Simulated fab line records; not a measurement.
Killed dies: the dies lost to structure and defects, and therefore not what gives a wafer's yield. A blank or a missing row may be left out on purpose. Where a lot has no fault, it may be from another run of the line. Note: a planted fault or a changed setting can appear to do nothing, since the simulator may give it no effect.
One fault seen from 2 desks	flow berkeley-cmos170	every desk sees just its own numbers, and what lay behind them comes last

== DESK OF THE TOOL OWNER: rie-metal-03 ==
The tool's own readings at UCB170_M1_METAL_ETCH_12 (etches Al in Cl2/BCl3, stops on PSG, target depth 780 nm, time 130 s): means of the sampled wafers that have a number, for each lot that ran on this tool. The brackets show how far a lot's mean lies from the usual mean; more than 4 standard deviations puts the lot out of limits, marked OUT.
Columns: A = drypump-motor-current-A at UCB170_M1_METAL_ETCH_12, usual 5.8 A; B = oes-product-au at UCB170_M1_METAL_ETCH_12, usual 0.848 a.u.; C = run-length-s at UCB170_M1_METAL_ETCH_12, usual 158.4 s; D = throttle-valve-pct at UCB170_M1_METAL_ETCH_12, usual 24.38 %
lot	first seen here	A	B	C	D
L304	day 8 05:07	5.6	0.862	158.7	24.35
L307	day 8 18:38	5.7	0.845	158.5	24.29
L306	day 8 19:52	5.6	0.857	158.4	24.35
L309	day 9 11:49	5.4	0.927 (+9.6) OUT	149.1 (-22) OUT	24.38
L311	day 10 05:30	5.4	0.930 (+10) OUT	149.4 (-21) OUT	24.37
This desk finds L309, L311 out of limits, L309 being first, at day 9 11:49 (oes-product-au at UCB170_M1_METAL_ETCH_12). Within limits: L304, L307, L306.

== AT THE METROLOGY DESK ==
Means of the sampled wafers that have a number, per lot and without regard to the tool the lot ran on: this is what the gauges read. The brackets show how far a lot's mean lies from the usual mean; more than 4 standard deviations puts the lot out of limits, marked OUT.
Columns: A = PLDD_OVL at UCB170_PLDD_OVL_MEAS_07, usual 3 nm; B = SILICIDE_TI_THK at UCB170_SILICIDE_THK_MEAS_03, usual 29.76 nm
lot	first seen here	A	B
L304	day 7 08:08	-1	30.18
L303	day 7 08:23	0	29.76
L305	day 7 20:13	4	29.84
L307	day 7 20:39	5	29.61
L306	day 7 21:00	0	29.95
L309	day 8 13:05	1	29.19
L311	day 8 23:28	-5	30.08
L314	day 9 08:22	4	29.65
L313	day 9 08:35	7	30.07
L317	day 9 21:46	1	30.05
L320	day 11 03:09	0	29.49
L324	day 11 14:10	8	30.00
L321	day 11 14:27	0	29.62
L326	day 11 14:35	8	29.52
Result from this desk: across the 14 lots, nothing is out of limits.

== BROUGHT TOGETHER ==
At day 9 11:49, on L309, L311, the tool owner's desk was in a position to raise an alarm.
From the metrology desk's view, nothing was out of limits.
The metrology desk has L309, L311 on record, within its limits.
Of the lots named, all ran UCB170_M1_METAL_ETCH_12 on rie-metal-03.

== WHAT THE SIMULATOR HAD INSERTED ==
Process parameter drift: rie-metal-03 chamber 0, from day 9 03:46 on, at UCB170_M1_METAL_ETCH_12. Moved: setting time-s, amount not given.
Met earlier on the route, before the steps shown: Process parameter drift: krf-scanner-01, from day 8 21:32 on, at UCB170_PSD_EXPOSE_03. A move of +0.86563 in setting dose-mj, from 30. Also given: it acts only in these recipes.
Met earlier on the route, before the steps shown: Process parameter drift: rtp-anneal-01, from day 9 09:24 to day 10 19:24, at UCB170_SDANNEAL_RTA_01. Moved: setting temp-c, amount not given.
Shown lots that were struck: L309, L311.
Time in hours from fault onset to the first out-of-limits reading at each desk: the tool owner's desk, 8.
